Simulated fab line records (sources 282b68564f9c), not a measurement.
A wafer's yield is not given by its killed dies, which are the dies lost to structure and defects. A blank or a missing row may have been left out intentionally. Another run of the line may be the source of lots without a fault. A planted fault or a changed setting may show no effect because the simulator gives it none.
Check of tool commonality / flow rit-cmos / 14 lots and 42 wafers in the sample

## REASON FOR OPENING
2 of 14 lots carry a flag on the reading ACTIVE_NITRIDE_THK at RIT_ACTIVE_THK_MEAS_04. Wafers without a fault read 149.6 nm, standard deviation 1.4.
Rule: flag the lot when none of its wafers has a number, or when each of its wafers that has one lies beyond 4 standard deviations from that mean. As for the other lots, they are considered sound.

lot=L629; measured=day 1 13:33; on=film-metro-01; ACTIVE_NITRIDE_THK (nm), wafer by wafer=148.3 149.4 150.3; flag=
lot=L630; measured=day 1 18:33; on=film-metro-02; ACTIVE_NITRIDE_THK (nm), wafer by wafer=147.7 147.9 148.4; flag=
lot=L631; measured=day 2 00:14; on=film-metro-03; ACTIVE_NITRIDE_THK (nm), wafer by wafer=150.2 149.2 149.4; flag=
lot=L633; measured=day 2 09:32; on=film-metro-02; ACTIVE_NITRIDE_THK (nm), wafer by wafer=149.2 148.8 149.9; flag=
lot=L636; measured=day 3 00:33; on=film-metro-01; ACTIVE_NITRIDE_THK (nm), wafer by wafer=150.7 151.0 150.9; flag=
lot=L637; measured=day 3 05:32; on=film-metro-02; ACTIVE_NITRIDE_THK (nm), wafer by wafer=148.9 148.8 148.3; flag=
lot=L639; measured=day 3 16:16; on=film-metro-02; ACTIVE_NITRIDE_THK (nm), wafer by wafer=148.0 148.9 148.3; flag=
lot=L640; measured=day 3 20:32; on=film-metro-03; ACTIVE_NITRIDE_THK (nm), wafer by wafer=147.5 148.3 148.8; flag=
lot=L641; measured=day 4 02:15; on=film-metro-03; ACTIVE_NITRIDE_THK (nm), wafer by wafer=199.1 198.9 197.8; flag=FLAGGED
lot=L642; measured=day 4 06:32; on=film-metro-01; ACTIVE_NITRIDE_THK (nm), wafer by wafer=151.0 150.4 151.3; flag=
lot=L643; measured=day 4 11:32; on=film-metro-03; ACTIVE_NITRIDE_THK (nm), wafer by wafer=152.0 151.9 151.6; flag=
lot=L644; measured=day 4 17:30; on=film-metro-03; ACTIVE_NITRIDE_THK (nm), wafer by wafer=199.6 199.5 198.3; flag=FLAGGED
lot=L647; measured=day 5 07:32; on=film-metro-02; ACTIVE_NITRIDE_THK (nm), wafer by wafer=149.0 149.1 148.4; flag=
lot=L652; measured=day 6 09:07; on=film-metro-03; ACTIVE_NITRIDE_THK (nm), wafer by wafer=152.1 150.6 150.7; flag=
Average over the flagged lots: 198.9 nm; offset from the usual +49.3 nm, equal to +35 standard deviations.

## LOT BY LOT: THE TOOL USED
The record holds 1 process step before the reading, out of a route of 202 steps. In each cell: the tool, then ch and the chambers that the sampled wafers went through, then the start.
lot=L629; flag=; RIT_ACTIVE_CVD_03=lpcvd-01 ch 0, day 1 12:08
lot=L630; flag=; RIT_ACTIVE_CVD_03=lpcvd-02 ch 0, day 1 17:07
lot=L631; flag=; RIT_ACTIVE_CVD_03=lpcvd-02 ch 1, day 1 22:07
lot=L633; flag=; RIT_ACTIVE_CVD_03=lpcvd-02 ch 0, day 2 08:07
lot=L636; flag=; RIT_ACTIVE_CVD_03=lpcvd-02 ch 1, day 2 23:07
lot=L637; flag=; RIT_ACTIVE_CVD_03=lpcvd-01 ch 0, day 3 04:07
lot=L639; flag=; RIT_ACTIVE_CVD_03=lpcvd-02 ch 0, day 3 14:07
lot=L640; flag=; RIT_ACTIVE_CVD_03=lpcvd-01 ch 0, day 3 19:07
lot=L641; flag=FLAGGED; RIT_ACTIVE_CVD_03=lpcvd-02 ch 1, day 4 00:07
lot=L642; flag=; RIT_ACTIVE_CVD_03=lpcvd-01 ch 1, day 4 05:07
lot=L643; flag=; RIT_ACTIVE_CVD_03=lpcvd-01 ch 0, day 4 10:07
lot=L644; flag=FLAGGED; RIT_ACTIVE_CVD_03=lpcvd-02 ch 1, day 4 16:05
lot=L647; flag=; RIT_ACTIVE_CVD_03=lpcvd-01 ch 1, day 5 06:07
lot=L652; flag=; RIT_ACTIVE_CVD_03=lpcvd-01 ch 1, day 6 07:41
What the steps here do:
- RIT_ACTIVE_CVD_03: deposits Si3N4 from SiH2Cl2/NH3, target thk 150 nm, time 1500 s.
- RIT_ACTIVE_THK_MEAS_04

## FLAGGED OVER TOTAL, TOOL BY TOOL (the gauges that took the reading come last)
step=RIT_ACTIVE_CVD_03; tool=lpcvd-01; lots run=7; flagged=0; share of the flagged lots=none; sound lots run after its first flagged lot=-
step=RIT_ACTIVE_CVD_03; tool=lpcvd-02; lots run=7; flagged=2; share of the flagged lots=all; sound lots run after its first flagged lot=0
step=RIT_ACTIVE_THK_MEAS_04; tool=film-metro-01; lots run=3; flagged=0; share of the flagged lots=none; sound lots run after its first flagged lot=-
step=RIT_ACTIVE_THK_MEAS_04; tool=film-metro-02; lots run=5; flagged=0; share of the flagged lots=none; sound lots run after its first flagged lot=-
step=RIT_ACTIVE_THK_MEAS_04; tool=film-metro-03; lots run=6; flagged=2; share of the flagged lots=all; sound lots run after its first flagged lot=2 (L643,L652)

## WHAT IS ALLOWED BY THE TABLE
2 rows of the table ran every flagged lot: lpcvd-02 at RIT_ACTIVE_CVD_03, film-metro-03 at RIT_ACTIVE_THK_MEAS_04.
- lpcvd-02 at RIT_ACTIVE_CVD_03 ran 7 lots, 2 of them flagged. It ran its last sound lot, L639, at day 3 14:07 and its first flagged lot, L641, at day 4 00:07: a fault with its onset between the two fits.
- film-metro-03 at RIT_ACTIVE_THK_MEAS_04 ran 6 lots, 2 of them flagged. Sound lots followed the first flagged one (L643, L652) on it, something a lasting fault affecting the whole tool could not allow.
One tool is left: lpcvd-02 at RIT_ACTIVE_CVD_03.

## WHAT THE SIMULATOR PUT IN
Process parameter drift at RIT_ACTIVE_CVD_03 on lpcvd-02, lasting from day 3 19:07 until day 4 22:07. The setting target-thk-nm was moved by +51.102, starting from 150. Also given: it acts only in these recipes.
Shown lots that were struck: L641, L644. Same finding as the rule above.
